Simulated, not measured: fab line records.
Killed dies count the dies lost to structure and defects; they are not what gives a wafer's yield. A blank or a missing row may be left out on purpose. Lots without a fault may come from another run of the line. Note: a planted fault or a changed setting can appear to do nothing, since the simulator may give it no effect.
fab line records | flow rit-cmos | part 1 of 2: steps 1 to 35 of 49
[record] lots = 5 wafers = 15 last-day = 7
route steps=202 shown PRETRO@66 GATE@75 FOX2@80 REOX@98 NLDD@103 PLDD@114
lots with no fault: from the same line, run without faults
start-h: the number of hours between the record's first day and the start of the first shown wafer of the lot | wait-h: how many hours have passed since the lot's step before this one | " unchanged from the row above | L1.1+2: a row that stands for several wafers | - no value, or no start given | * or withheld: withheld | < > ~ a bound
route shown NAME@n: a module of which the file shows steps, and the number in the route of the first | usual: the fault-free wafers' mean and standard deviation | same: alike in all rows | chamber/n: place in a boat | sites: the reading at each site | _std_site: standard deviation across them | _edge_site: inner sites' mean taken away from outer sites' mean | radius-mm: how far each site lies from the wafer's centre | mask NAME#n: copy n | behind: tool/chamber where the wafer was last shaped | hold: cause of the lot's hold/its duration in hours/its outcome | device: the n, p or np transistor that did not switch | end of line: tests of these same wafers at the route's end | a step without rows: its recipe alone | killed: at the first sort, the dies lost to defects and structure; wafer yield is something else | map: the dies of a wafer, with x for killed, . for not killed, _ for no die there
set.NAME: the setting the step ran with; set.NAME@STEP: the setting that earlier step ran with | model.NAME: the simulator's own value behind a step, which no gauge read
lots seen at some steps along the route; tables by step, rows by wafer
services: a tool's chamber out of use, with start hour (start-h, from the record's first day; less than 0 if before it), hours out, and reason
[[steps]]
[step RIT_PRETRO_SOFTBAKE_02]
[recipe] resist = NOVOLAK temp-c = 90 time-s = 62.57
[usual] plate-sensor-t-centre-C = 90.968/0.01 plate-sensor-t-edge-C = 91.020/0.011
// columns lot.wafer tool chamber start-h wait-h plate-sensor-t-centre-C plate-sensor-t-edge-C
L075.3 litho-track-01 0 35.73 0.1 90.958 91.028
L075.4 " 0 " " 90.969 91.015
L075.5 " 0 " " 90.970 90.998
L078.2 litho-track-02 0 49.89 0.1 90.969 91.013
L078.3 " 0 " " 90.977 91.027
L078.4 " 0 " " 90.975 91.031
L086.2 litho-track-03 0 90.95 0.1 90.975 91.019
L086.4 " 0 " " 90.975 91.034
L086.6 " 0 " " 90.971 91.002
L087.1 litho-track-01 0 96.42 0.1 90.985 91.028
L087.2 " 0 " " 90.970 91.012
L087.6 " 0 " " 90.972 91.015
L095.2 litho-track-02 0 136.33 0.1 90.970 91.027
L095.3 " 0 " " 90.968 91.021
L095.5 " 0 " " 90.963 91.036
[step RIT_PRETRO_EXPOSE_03]
[recipe] mask-id = M5 na = 0.57 target-cd-nm = 43700 dose-mj = 250
// columns lot.wafer tool chamber start-h wait-h mask
L075.3+4+5 iline-stepper-01 0 35.87 0.1 M5#0
L078.2+3+4 iline-stepper-02 0 50.16 0.2 M5#0
L086.2+4+6 iline-stepper-01 0 91.22 0.2 M5#0
L087.1+2+6 iline-stepper-02 0 96.69 0.2 M5#0
L095.2+3+5 iline-stepper-01 0 136.60 0.2 M5#0
[step RIT_PRETRO_PEB_04]
[recipe] resist = NOVOLAK temp-c = withheld time-s = withheld
// columns lot.wafer tool chamber start-h wait-h
L075.3+4+5 litho-track-01 0 36.00 0.1
L078.2+3+4 litho-track-02 0 50.28 0.1
L086.2+4+6 litho-track-02 0 91.39 0.2
L087.1+2+6 litho-track-02 0 96.85 0.1
L095.2+3+5 litho-track-01 0 136.72 0.1
[step RIT_PRETRO_DEVELOP_05]
[recipe] resist = NOVOLAK develop-time-s = 68 dev-temp-c = 23
// columns lot.wafer tool chamber start-h wait-h
L075.3+4+5 litho-track-01 0 - -
L078.2+3+4 litho-track-02 0 - -
L086.2+4+6 litho-track-02 0 - -
L087.1+2+6 litho-track-02 0 - -
L095.2+3+5 litho-track-01 0 - -
[step RIT_PRETRO_OVL_MEAS_06]
[usual] PRETRO_OVL = -0.4/1.2
// columns lot.wafer tool chamber start-h wait-h PRETRO_OVL[nm]
L075.3 overlay-02 - 36.27 - 1.2
L075.4 " - " " -0.4
L075.5 " - " " -0.5
L078.2 overlay-01 - 50.58 - 1.9
L078.3 " - " " 1.1
L078.4 " - " " 0.0
L086.2 overlay-02 - 91.69 - 1.3
L086.4 " - " " -0.3
L086.6 " - " " 0.6
L087.1 overlay-01 - 97.17 - -1.6
L087.2 " - " " -0.8
L087.6 " - " " -0.6
L095.2 overlay-01 - 137.01 - 0.1
L095.3 " - " " -0.6
L095.5 " - " " 0.2
[step RIT_PRETRO_HARDBAKE_07]
[recipe] resist = NOVOLAK temp-c = 140 time-s = 120
// columns lot.wafer tool chamber start-h wait-h
L075.3+4+5 litho-track-01 0 36.38 0.1
L078.2+3+4 litho-track-02 0 50.65 0.1
L086.2+4+6 litho-track-01 0 91.76 0.1
L087.1+2+6 litho-track-01 0 97.43 0.3
L095.2+3+5 litho-track-03 0 137.09 0.1
[step RIT_PRETRO_IMPLANT_08]
[recipe] species = B energy-kev = 45 dose-cm2 = 1.2e+13 tilt-deg = 7
[usual] beam-energy-keV = 45.002/0.013
// columns lot.wafer tool chamber start-h wait-h beam-energy-keV
L075.3 implanter-04 0 36.60 0.2 45.005
L075.4 " 0 " " 45.008
L075.5 " 0 " " 45.021
L078.2 implanter-03 0 50.88 0.2 45.003
L078.3 " 0 " " 44.998
L078.4 " 0 " " 45.008
L086.2 implanter-04 0 91.99 0.2 44.996
L086.4 " 0 " " 45.010
L086.6 " 0 " " 45.024
L087.1 implanter-01 0 97.68 0.2 44.998
L087.2 " 0 " " 45.030
L087.6 " 0 " " 45.021
L095.2 implanter-01 0 137.32 0.2 44.994
L095.3 " 0 " " 44.993
L095.5 " 0 " " 44.990
[step RIT_PRETRO_STRIP_09]
[recipe] chemistry = O2 time-s = 180 resist = NOVOLAK platen-temp-c = withheld power-w = 500 pressure-mtorr = 4000 o2-flow-sccm = 4000
[usual] drypump-motor-current-A = 5.8/0.4
// columns lot.wafer tool chamber start-h wait-h drypump-motor-current-A rf-hours-counter-h
L075.3 plasma-asher-04 1 36.76 0.1 5.4 -
L075.4 " 0 " " 5.5 -
L075.5 " 1 " " 5.4 -
L078.2 plasma-asher-01 1 51.01 0.1 6.3 40
L078.3 " 1 " " 6.2 -
L078.4 " 0 " " 6.2 -
L086.2 plasma-asher-02 1 92.12 0.1 5.4 30
L086.4 " 1 " " 5.4 -
L086.6 " 0 " " 5.4 -
L087.1 plasma-asher-04 1 97.83 0.1 5.4 47
L087.2 " 0 " " 5.5 47
L087.6 " 1 " " 5.4 -
L095.2 plasma-asher-01 0 137.44 0.1 6.2 1
L095.3 " 0 " " 6.2 -
L095.5 " 1 " " 6.3 -
[step RIT_PRETRO_TW_MEAS_10]
[usual] PRETRO_TW = 479/4.1
// columns lot.wafer tool chamber start-h wait-h PRETRO_TW
L075.3 film-metro-04 - 36.89 0.1 480
L075.4 " - " " 483
L075.5 " - " " 479
L078.2 film-metro-04 - 51.19 0.1 484
L078.3 " - " " 486
L078.4 " - " " 483
L086.2 film-metro-04 - 92.30 0.1 478
L086.4 " - " " 479
L086.6 " - " " 479
L087.1 film-metro-04 - 98.01 0.1 478
L087.2 " - " " 480
L087.6 " - " " 479
L095.2 film-metro-02 - 137.63 0.1 476
L095.3 " - " " 476
L095.5 " - " " 475
[step RIT_GATE_WET_ETCH_00]
[recipe] chemistry = BOE target = SiO2 target-depth-nm = 56 time-s = 60 dry = n2-spin dilution = 10:1 temp-c = 21.5
// columns lot.wafer tool chamber start-h wait-h
L075.3+4+5 wet-bench-02 2 36.93 0.0
L078.2+3+4 wet-bench-01 1 51.24 0.0
L086.2+4+6 wet-bench-01 1 92.35 0.0
L087.1+2+6 wet-bench-01 1 98.07 0.1
L095.2+3+5 wet-bench-01 1 137.68 0.0
[step RIT_GATE_CLEAN_01]
[recipe] chemistry = SC1 mix = 3:3:50 time-s = 581.4 temp-c = 75
// columns lot.wafer tool chamber start-h wait-h
L075.3+4+5 wet-bench-04 1 36.96 0.0
L078.2+3+4 wet-bench-02 2 51.27 0.0
L086.2+4+6 wet-bench-02 1 92.38 0.0
L087.1+2+6 wet-bench-04 0 98.09 0.0
L095.2+3+5 wet-bench-04 3 137.70 0.0
[step RIT_GATE_CLEAN_02]
[recipe] chemistry = dHF dilution = 50:1 time-s = 30
// columns lot.wafer tool chamber start-h wait-h
L075.3+4+5 wet-bench-01 1 37.15 0.0
L078.2+3+4 wet-bench-04 1 51.62 0.0
L086.2+4+6 wet-bench-02 1 92.55 0.0
L087.1+2+6 wet-bench-01 2 98.27 0.0
L095.2+3+5 wet-bench-02 0 137.88 0.0
[step RIT_GATE_CLEAN_03]
[recipe] chemistry = SC2 mix = 3:3:50 time-s = 600 temp-c = 75 dry = n2-spin
// columns lot.wafer tool chamber start-h wait-h
L075.3+4+5 wet-bench-02 2 37.17 0.0
L078.2+3+4 wet-bench-01 3 51.63 0.0
L086.2+4+6 wet-bench-02 0 92.57 0.0
L087.1+2+6 wet-bench-02 1 98.29 0.0
L095.2+3+5 wet-bench-01 1 137.90 0.0
[step RIT_GATE_CLEAN_04]
[recipe] chemistry = dHF dilution = 50:1 time-s = 60 dry = n2-spin
// columns lot.wafer tool chamber start-h wait-h
L075.3+4+5 wet-bench-04 0 37.34 0.0
L078.2+3+4 wet-bench-02 0 51.81 0.0
L086.2+4+6 wet-bench-04 1 92.74 0.0
L087.1+2+6 wet-bench-04 2 98.46 0.0
L095.2+3+5 wet-bench-04 2 138.07 0.0
[step RIT_FOX2_THK_MEAS_91]
[recipe] reads = SiO2_of_FOX2_OXIDATION_00
[usual] FIELD_OXIDE_LEFT_2_THK = 254/5.6
// columns lot.wafer tool chamber start-h wait-h FIELD_OXIDE_LEFT_2_THK[nm]
L075.3 film-metro-01 - 37.39 0.0 246
L075.4 " - " " 244
L075.5 " - " " 252
L078.2 film-metro-01 - 51.87 0.0 248
L078.3 " - " " 254
L078.4 " - " " 261
L086.2 film-metro-02 - 92.78 0.0 261
L086.4 " - " " 270
L086.6 " - " " 265
L087.1 film-metro-04 - 98.49 0.0 252
L087.2 " - " " 258
L087.6 " - " " 260
L095.2 film-metro-04 - 138.11 0.0 246
L095.3 " - " " 247
L095.5 " - " " 250
[step RIT_GATE_OXIDATION_05]
[recipe] temp-c = 900 ambient = O2 target-thk-a = 30 ox-time-s = 270
[usual] zone-power-centre-pct = 46/4
// columns lot.wafer tool chamber start-h wait-h zone-power-centre-pct
L075.3 furnace-04 0 37.43 0.0 51
L075.4 " 0 " " 51
L075.5 " 0 " " 50
L078.2 furnace-03 0 52.05 0.2 46
L078.3 " 0 " " 46
L078.4 " 0 " " 46
L086.2 furnace-02 0 93.13 0.3 41
L086.4 " 0 " " 42
L086.6 " 0 " " 42
L087.1 furnace-04 0 98.55 0.1 51
L087.2 " 0 " " 50
L087.6 " 0 " " 52
L095.2 furnace-02 0 138.16 0.0 41
L095.3 " 0 " " 42
L095.5 " 0 " " 42
[step RIT_GATE_ANNEAL_06]
[recipe] temp-c = 900 time-s = 600 ambient = N2O
[usual] zone-power-centre-pct = 47/3.4
// columns lot.wafer tool chamber start-h wait-h zone-power-centre-pct
L075.3 furnace-03 0 38.50 0.0 46
L075.4 " 0 " " 46
L075.5 " 0 " " 46
L078.2 furnace-03 0 56.99 3.9 45
L078.3 " 0 " " 45
L078.4 " 0 " " 46
L086.2 furnace-03 0 95.01 0.8 47
L086.4 " 0 " " 45
L086.6 " 0 " " 45
L087.1 furnace-02 0 99.62 0.0 42
L087.2 " 0 " " 42
L087.6 " 0 " " 42
L095.2 furnace-02 0 139.23 0.0 42
L095.3 " 0 " " 42
L095.5 " 0 " " 42
[step RIT_GATE_THK_MEAS_07]
[recipe] reads = SiO2_of_GATE_OXIDATION_05
[usual] GATE_OXIDE_THK = 2.99/0.069
// columns lot.wafer tool chamber start-h wait-h GATE_OXIDE_THK[nm]
L075.3 film-metro-02 - 38.77 0.0 3.12
L075.4 " - " " 3.09
L075.5 " - " " 2.99
L078.2 film-metro-02 - 57.25 0.0 2.95
L078.3 " - " " 2.90
L078.4 " - " " 3.06
L086.2 film-metro-04 - 95.27 0.0 3.00
L086.4 " - " " 2.91
L086.6 " - " " 3.00
L087.1 film-metro-04 - 99.87 0.0 3.01
L087.2 " - " " 3.00
L087.6 " - " " 3.07
L095.2 film-metro-02 - 139.49 0.0 3.01
L095.3 " - " " 2.95
L095.5 " - " " 2.90
[step RIT_GATE_CVD_08]
[recipe] material = poly-Si target-thk-nm = 250 temp-c = 610 precursor = SiH4 time-s = 2220 pressure-mtorr = 300 sih4-flow-sccm = 100
[usual] zone-power-centre-pct = 25.5/2.9
// columns lot.wafer tool chamber start-h wait-h zone-power-centre-pct
L075.3 lpcvd-02 0 38.81 0.0 25.8
L075.4 " 0 " " 25.8
L075.5 " 0 " " 25.6
L078.2 lpcvd-02 1 57.30 0.0 29.6
L078.3 " 1 " " 29.6
L078.4 " 1 " " 29.8
L086.2 lpcvd-01 0 95.32 0.0 22.4
L086.4 " 0 " " 22.7
L086.6 " 0 " " 22.4
L087.1 lpcvd-01 0 99.93 0.1 22.5
L087.2 " 0 " " 22.1
L087.6 " 0 " " 22.4
L095.2 lpcvd-01 1 139.54 0.0 29.6
L095.3 " 1 " " 29.0
L095.5 " 1 " " 29.7
[step RIT_GATE_THK_MEAS_09]
[recipe] reads = poly-Si_of_GATE_CVD_08
[usual] GATE_POLY_THK = 250.5/2.8
// columns lot.wafer tool chamber start-h wait-h GATE_POLY_THK[nm]
L075.3 film-metro-01 - 40.45 0.0 253.2
L075.4 " - " " 250.5
L075.5 " - " " 251.7
L078.2 film-metro-02 - 58.93 0.0 248.8
L078.3 " - " " 250.0
L078.4 " - " " 249.5
L086.2 film-metro-02 - 96.95 0.0 251.9
L086.4 " - " " 251.0
L086.6 " - " " 251.1
L087.1 film-metro-01 - 101.55 0.0 245.4
L087.2 " - " " 247.0
L087.6 " - " " 244.1
L095.2 film-metro-04 - 141.17 0.0 249.8
L095.3 " - " " 248.3
L095.5 " - " " 249.3
[step RIT_GATE_HMDS_10]
[recipe] prime-time-s = 60 prime-temp-c = 140
// columns lot.wafer tool chamber start-h wait-h
L075.3+4+5 litho-track-01 0 40.59 0.1
L078.2+3+4 litho-track-03 0 59.00 0.1
L086.2+4+6 litho-track-04 0 97.03 0.1
L087.1+2+6 litho-track-01 0 101.61 0.1
L095.2+3+5 litho-track-01 0 141.24 0.1
[step RIT_GATE_COAT_11]
[recipe] resist = NOVOLAK spin-rpm = 4250 resist-thk-nm = 850
// columns lot.wafer tool chamber start-h wait-h
L075.3+4+5 litho-track-01 0 40.74 0.1
L078.2+3+4 litho-track-03 0 59.15 0.1
L086.2+4+6 litho-track-04 0 97.18 0.1
L087.1+2+6 litho-track-01 0 101.76 0.1
L095.2+3+5 litho-track-01 0 141.39 0.1
[step RIT_GATE_SOFTBAKE_12]
[recipe] resist = NOVOLAK temp-c = 90 time-s = 60
// columns lot.wafer tool chamber start-h wait-h
L075.3+4+5 litho-track-01 0 40.89 0.1
L078.2+3+4 litho-track-03 0 59.30 0.1
L086.2+4+6 litho-track-04 0 97.33 0.1
L087.1+2+6 litho-track-01 0 101.91 0.1
L095.2+3+5 litho-track-01 0 141.54 0.1
[step RIT_GATE_EXPOSE_13]
[recipe] mask-id = M6 na = 0.6 source-shape = conventional sigma-outer = 0.6 target-cd-nm = 150 dose-mj = 380
// columns lot.wafer tool chamber start-h wait-h mask
L075.3+4+5 iline-stepper-01 0 41.16 0.2 M6#0
L078.2+3+4 iline-stepper-01 0 59.45 0.1 M6#0
L086.2+4+6 iline-stepper-01 0 97.71 0.4 M6#0
L087.1+2+6 iline-stepper-02 0 102.18 0.2 M6#0
L095.2+3+5 iline-stepper-01 0 141.81 0.2 M6#0
[step RIT_GATE_PEB_14]
[recipe] resist = NOVOLAK temp-c = withheld time-s = withheld
// columns lot.wafer tool chamber start-h wait-h
L075.3+4+5 litho-track-01 0 41.28 0.1
L078.2+3+4 litho-track-04 0 59.57 0.1
L086.2+4+6 litho-track-04 0 97.83 0.1
L087.1+2+6 litho-track-03 0 102.35 0.2
L095.2+3+5 litho-track-01 0 141.94 0.1
[step RIT_GATE_DEVELOP_15]
[recipe] resist = NOVOLAK develop-time-s = 50 dev-temp-c = 23
// columns lot.wafer tool chamber start-h wait-h
L075.3+4+5 litho-track-01 0 - -
L078.2+3+4 litho-track-04 0 - -
L086.2+4+6 litho-track-04 0 - -
L087.1+2+6 litho-track-03 0 - -
L095.2+3+5 litho-track-01 0 - -
[step RIT_GATE_CD_MEAS_16]
[recipe] target-cd-nm = 150
[usual] cd-nm = 150.1/2
// columns lot.wafer tool chamber start-h wait-h cd-nm
L075.3 cd-sem-01 - 41.56 - 149.7
L075.4 " - " " 149.9
L075.5 " - " " 149.3
L078.2 cd-sem-01 - 59.85 - 147.0
L078.3 " - " " 152.0
L078.4 " - " " 149.1
L086.2 cd-sem-01 - 98.11 - 151.0
L086.4 " - " " 151.0
L086.6 " - " " 151.9
L087.1 cd-sem-01 - 102.66 - 149.0
L087.2 " - " " 150.4
L087.6 " - " " 146.9
L095.2 cd-sem-02 - 142.26 - 152.2
L095.3 " - " " 150.0
L095.5 " - " " 152.1
[step RIT_GATE_OVL_MEAS_17]
[usual] GATE_OVL = -0.1/1.5
// columns lot.wafer tool chamber start-h wait-h GATE_OVL[nm]
L075.3 overlay-01 - 41.65 0.1 1.5
L075.4 " - " " 2.0
L075.5 " - " " 1.5
L078.2 overlay-01 - 59.95 0.1 1.6
L078.3 " - " " 0.0
L078.4 " - " " 1.0
L086.2 overlay-02 - 98.22 0.1 -0.5
L086.4 " - " " 0.1
L086.6 " - " " -1.3
L087.1 overlay-01 - 102.78 0.1 0.8
L087.2 " - " " -0.4
L087.6 " - " " 0.1
L095.2 overlay-01 - 142.37 0.1 -1.7
L095.3 " - " " -1.5
L095.5 " - " " -1.3
[step RIT_GATE_HARDBAKE_18]
[recipe] resist = NOVOLAK temp-c = 140 time-s = 60
// columns lot.wafer tool chamber start-h wait-h
L075.3+4+5 litho-track-03 0 41.72 0.1
L078.2+3+4 litho-track-04 0 60.01 0.0
L086.2+4+6 litho-track-01 0 98.27 0.0
L087.1+2+6 litho-track-01 0 102.92 0.1
L095.2+3+5 litho-track-03 0 142.43 0.0
[step RIT_GATE_ETCH_19]
[recipe] chemistry = SF6/CHF3/O2 time-s = 165 SF6_flow_sccm = 30 CHF3_flow_sccm = 30 O2_flow_sccm = 5 target = poly-Si pressure-mtorr = 40 rf-w = 160 target-depth-a = 3125 over-etch-frac = 0.25 stop-on = SiO2
[usual] drypump-motor-current-A = 5.7/0.5 oes-product-au = 0.857/0.015 throttle-valve-pct = 10.23/0.12
// columns lot.wafer tool chamber start-h wait-h drypump-motor-current-A oes-product-au rf-hours-counter-h throttle-valve-pct
L075.3 rie-si-02 3 41.82 0.1 5.7 0.859 3 10.38
L075.4 " 2 " " 5.0 0.859 1 10.19
L075.5 " 0 " " 5.7 0.839 - 10.28
L078.2 rie-si-01 3 60.13 0.1 5.7 0.855 128 9.96
L078.3 " 1 " " 4.9 0.853 137 10.17
L078.4 " 2 " " 6.4 0.876 100 10.22
L086.2 rie-si-01 1 98.40 0.1 4.8 0.858 138 10.15
L086.4 " 0 " " 6.1 0.860 9 10.39
L086.6 " 1 " " 4.8 0.851 - 10.16
L087.1 rie-si-02 2 103.07 0.1 4.9 0.842 1 10.18
L087.2 " 3 " " 5.6 0.844 4 10.36
L087.6 " 1 " " 6.0 0.858 - 10.30
L095.2 rie-si-02 3 142.55 0.1 5.7 0.859 4 10.37
L095.3 " 1 " " 6.0 0.861 137 10.28
L095.5 " 1 " " 6.0 0.863 - 10.28
[step RIT_GATE_STRIP_20]
[recipe] chemistry = O2 time-s = 180 resist = NOVOLAK platen-temp-c = withheld power-w = 500 pressure-mtorr = 4000 o2-flow-sccm = 4000
[usual] drypump-motor-current-A = 5.59/0.28
// columns lot.wafer tool chamber start-h wait-h drypump-motor-current-A rf-hours-counter-h
L075.3 plasma-asher-03 1 41.99 0.1 5.39 -
L075.4 " 0 " " 6.10 -
L075.5 " 1 " " 5.42 -
L078.2 plasma-asher-04 0 60.24 0.1 5.55 42
L078.3 " 1 " " 5.42 -
L078.4 " 0 " " 5.55 -
L086.2 plasma-asher-03 0 98.51 0.1 6.07 45
L086.4 " 0 " " 6.04 -
L086.6 " 1 " " 5.40 -
L087.1 plasma-asher-03 0 103.18 0.1 6.09 46
L087.2 " 1 " " 5.40 46
L087.6 " 1 " " 5.41 -
L095.2 plasma-asher-04 1 142.66 0.1 5.44 52
L095.3 " 1 " " 5.43 -
L095.5 " 1 " " 5.42 -
[step RIT_GATE_CD_MEAS_90]
[recipe] target-cd-nm = 150
[usual] cd-nm = 150.1/2
// columns lot.wafer tool chamber start-h wait-h cd-nm
L075.3 cd-sem-01 - 42.15 0.1 149.7
L075.4 " - " " 150.2
L075.5 " - " " 149.3
L078.2 cd-sem-01 - 60.44 0.1 147.4
L078.3 " - " " 152.3
L078.4 " - " " 149.3
L086.2 cd-sem-01 - 98.70 0.1 151.0
L086.4 " - " " 150.9
L086.6 " - " " 151.8
L087.1 cd-sem-01 - 103.35 0.1 148.8
L087.2 " - " " 150.4
L087.6 " - " " 147.0
L095.2 cd-sem-02 - 142.85 0.1 152.3
L095.3 " - " " 149.7
L095.5 " - " " 152.2
[step RIT_REOX_CLEAN_00]
[recipe] chemistry = SC1 mix = 3:3:50 time-s = 600 temp-c = 75
// columns lot.wafer tool chamber start-h wait-h
L075.3+4+5 wet-bench-02 3 42.23 0.1
L078.2+3+4 wet-bench-01 0 60.54 0.1
L086.2+4+6 wet-bench-02 3 98.80 0.1
L087.1+2+6 wet-bench-03 0 103.47 0.1
L095.2+3+5 wet-bench-03 1 142.95 0.1
[step RIT_REOX_CLEAN_01]
[recipe] chemistry = dHF dilution = 50:1 time-s = 30
// columns lot.wafer tool chamber start-h wait-h
L075.3+4+5 wet-bench-01 3 42.58 0.0
L078.2+3+4 wet-bench-02 1 60.71 0.0
L086.2+4+6 wet-bench-02 1 98.98 0.0
L087.1+2+6 wet-bench-02 0 103.65 0.0
L095.2+3+5 wet-bench-02 1 143.15 0.0
[step RIT_REOX_CLEAN_02]
[recipe] chemistry = SC2 mix = 3:3:50 time-s = 600 temp-c = 75 dry = n2-spin
// columns lot.wafer tool chamber start-h wait-h
L075.3+4+5 wet-bench-03 0 42.59 0.0
L078.2+3+4 wet-bench-03 3 60.73 0.0
L086.2+4+6 wet-bench-02 1 98.99 0.0
L087.1+2+6 wet-bench-03 3 103.66 0.0
L095.2+3+5 wet-bench-01 2 143.16 0.0
